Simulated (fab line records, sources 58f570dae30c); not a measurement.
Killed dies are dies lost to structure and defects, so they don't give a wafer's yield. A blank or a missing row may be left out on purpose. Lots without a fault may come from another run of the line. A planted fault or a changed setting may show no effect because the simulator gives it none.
Which tool did it? | flow berkeley_cmos170 | 14 lots, 42 wafers sampled, at 3 steps of a route of 331

WHAT THE GAUGES READ, wafer by wafer
UCB170_M3_CD_MEAS_90: target cd 700 nm.
lot  | measured     | on        | cd_nm (nm)
L281 | day 9 03:59  | cd_sem-01 | 703.6 699.5 699.4
L282 | day 9 08:20  | cd_sem-02 | 699.8 702.3 699.2
L286 | day 10 01:59 | cd_sem-02 | 700.2 697.7 699.3
L283 | day 10 06:47 | cd_sem-02 | 699.8 695.5 698.4
L285 | day 10 07:01 | cd_sem-01 | 698.7 699.2 703.4
L289 | day 10 18:16 | cd_sem-02 | 704.7 711.8 702.6
L287 | day 10 22:03 | cd_sem-02 | 699.0 697.8 694.9
L288 | day 11 17:19 | cd_sem-02 | 701.4 704.3 703.9
L291 | day 11 19:29 | cd_sem-01 | 701.5 708.2 703.9
L295 | day 13 03:52 | cd_sem-02 | 705.3 703.9 699.2
L296 | day 13 11:32 | cd_sem-01 | 698.7 699.6 697.3
L299 | day 13 18:46 | cd_sem-02 | 706.7 702.2 700.9
L297 | day 13 19:03 | cd_sem-01 | 702.0 698.8 702.6
L301 | day 13 20:31 | cd_sem-01 | 702.9 701.3 704.3

WHICH TOOL RAN EACH LOT (tool, then ch and the chambers of the sampled wafers, then the start)
lot  | UCB170_M3_METAL_ETCH_18           | UCB170_M3_STRIP_19
L281 | rie_metal-01 ch 0,1, day 9 03:43  | plasma_asher-03 ch 0,1, day 9 03:53
L282 | rie_metal-02 ch 0,1, day 9 08:01  | plasma_asher-02 ch 0,1, day 9 08:13
L286 | rie_metal-01 ch 0,1, day 10 01:41 | plasma_asher-02 ch 0,1, day 10 01:53
L283 | rie_metal-02 ch 0, day 10 06:29   | plasma_asher-02 ch 0,1, day 10 06:40
L285 | rie_metal-01 ch 0,1, day 10 06:43 | plasma_asher-04 ch 0,1, day 10 06:55
L289 | rie_metal-01 ch 0,1, day 10 17:58 | plasma_asher-04 ch 0,1, day 10 18:09
L287 | rie_metal-04 ch 0,1, day 10 21:45 | plasma_asher-02 ch 0,1, day 10 21:56
L288 | rie_metal-04 ch 0,1, day 11 17:01 | plasma_asher-04 ch 0,1, day 11 17:11
L291 | rie_metal-01 ch 0,1, day 11 19:11 | plasma_asher-03 ch 0,1, day 11 19:22
L295 | rie_metal-04 ch 0,1, day 13 03:31 | plasma_asher-04 ch 0,1, day 13 03:46
L296 | rie_metal-02 ch 0,1, day 13 11:14 | plasma_asher-03 ch 0,1, day 13 11:26
L299 | rie_metal-02 ch 0,1, day 13 18:28 | plasma_asher-04 ch 0,1, day 13 18:40
L297 | rie_metal-04 ch 0,1, day 13 18:44 | plasma_asher-04 ch 0,1, day 13 18:56
L301 | rie_metal-02 ch 0,1, day 13 20:13 | plasma_asher-02 ch 0,1, day 13 20:24
- UCB170_M3_METAL_ETCH_18: etches Al in Cl2/BCl3, stops on SiO2, target depth 1170 nm, time 195 s.
- UCB170_M3_STRIP_19: strips in O2.

WHAT THE TOOLS THEMSELVES READ (means of the sampled wafers that have a number; where no wafer has one, the mark that the record gives instead)
UCB170_M3_METAL_ETCH_18.
lot  | tool         | drypump_motor_current_A (A) | oes_product_au (a.u.) | throttle_valve_pct (%)
L281 | rie_metal-01 | 6.0                         | 0.843                 | 24.63
L282 | rie_metal-02 | 6.2                         | 0.856                 | 24.23
L286 | rie_metal-01 | 6.0                         | 0.837                 | 24.61
L283 | rie_metal-02 | 6.5                         | 0.847                 | 24.75
L285 | rie_metal-01 | 6.0                         | 0.844                 | 24.60
L289 | rie_metal-01 | 6.0                         | 0.845                 | 24.63
L287 | rie_metal-04 | 5.9                         | 0.855                 | 24.33
L288 | rie_metal-04 | 5.9                         | 0.854                 | 24.33
L291 | rie_metal-01 | 6.0                         | 0.844                 | 24.63
L295 | rie_metal-04 | 5.7                         | 0.851                 | 24.24
L296 | rie_metal-02 | 6.2                         | 0.849                 | 24.24
L299 | rie_metal-02 | 6.2                         | 0.861                 | 24.24
L297 | rie_metal-04 | 5.9                         | 0.862                 | 24.32
L301 | rie_metal-02 | 6.3                         | 0.851                 | 24.49

UCB170_M3_STRIP_19.
lot  | tool            | drypump_motor_current_A (A) | oes_product_au (a.u.)
L281 | plasma_asher-03 | 5.6                         | 0.557
L282 | plasma_asher-02 | 5.3                         | 0.547
L286 | plasma_asher-02 | 5.3                         | 0.546
L283 | plasma_asher-02 | 5.3                         | 0.547
L285 | plasma_asher-04 | 6.1                         | 0.544
L289 | plasma_asher-04 | 5.9                         | 0.582
L287 | plasma_asher-02 | 5.3                         | 0.542
L288 | plasma_asher-04 | 6.1                         | 0.554
L291 | plasma_asher-03 | 5.6                         | 0.580
L295 | plasma_asher-04 | 5.9                         | 0.554
L296 | plasma_asher-03 | 5.6                         | 0.553
L299 | plasma_asher-04 | 6.1                         | 0.552
L297 | plasma_asher-04 | 6.1                         | 0.556
L301 | plasma_asher-02 | 5.3                         | 0.552

THE ANSWER, worked out from the rows above alone
Rule: what is usual is taken from the lots themselves. Put in order of their means at a reading, lots are off if they are a third of the lots or fewer, leave a main group of 4 or more, and stand apart from it by a gap of 3 or more times the standard deviation of the main group's means; of several such gaps the widest counts. A main group whose means are all the same, to the digits that the tables above print for the reading, isn't used. A lot without any number at a reading at which 4 lots or more have one is off too. The other lots that the step has rows for count as sound. The gauges are gone through in route order, then the tools' own readings, and for those a lot's mean is taken as printed above. The first step at which some lot is off is used, and at that step the reading that is off furthest; a lot without a number counts as furthest.
Off: L289, L291, at UCB170_M3_STRIP_19 (oes_product_au). The main group: mean 0.550 a.u., standard deviation 0.0047.
A tool fits if, at that step or a process step before it, it ran every lot that is off, and no sound lot after the first of them. One fits: rie_metal-01 at UCB170_M3_METAL_ETCH_18. Its last sound lot is L285 (day 10 06:43), its first lot that is off L289 (day 10 17:58): a fault that began between those two fits.

WHAT THE SIMULATOR HAD PUT IN
Process parameter drift: rie_metal-01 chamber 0, from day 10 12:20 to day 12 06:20, at UCB170_M3_METAL_ETCH_18. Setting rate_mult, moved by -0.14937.
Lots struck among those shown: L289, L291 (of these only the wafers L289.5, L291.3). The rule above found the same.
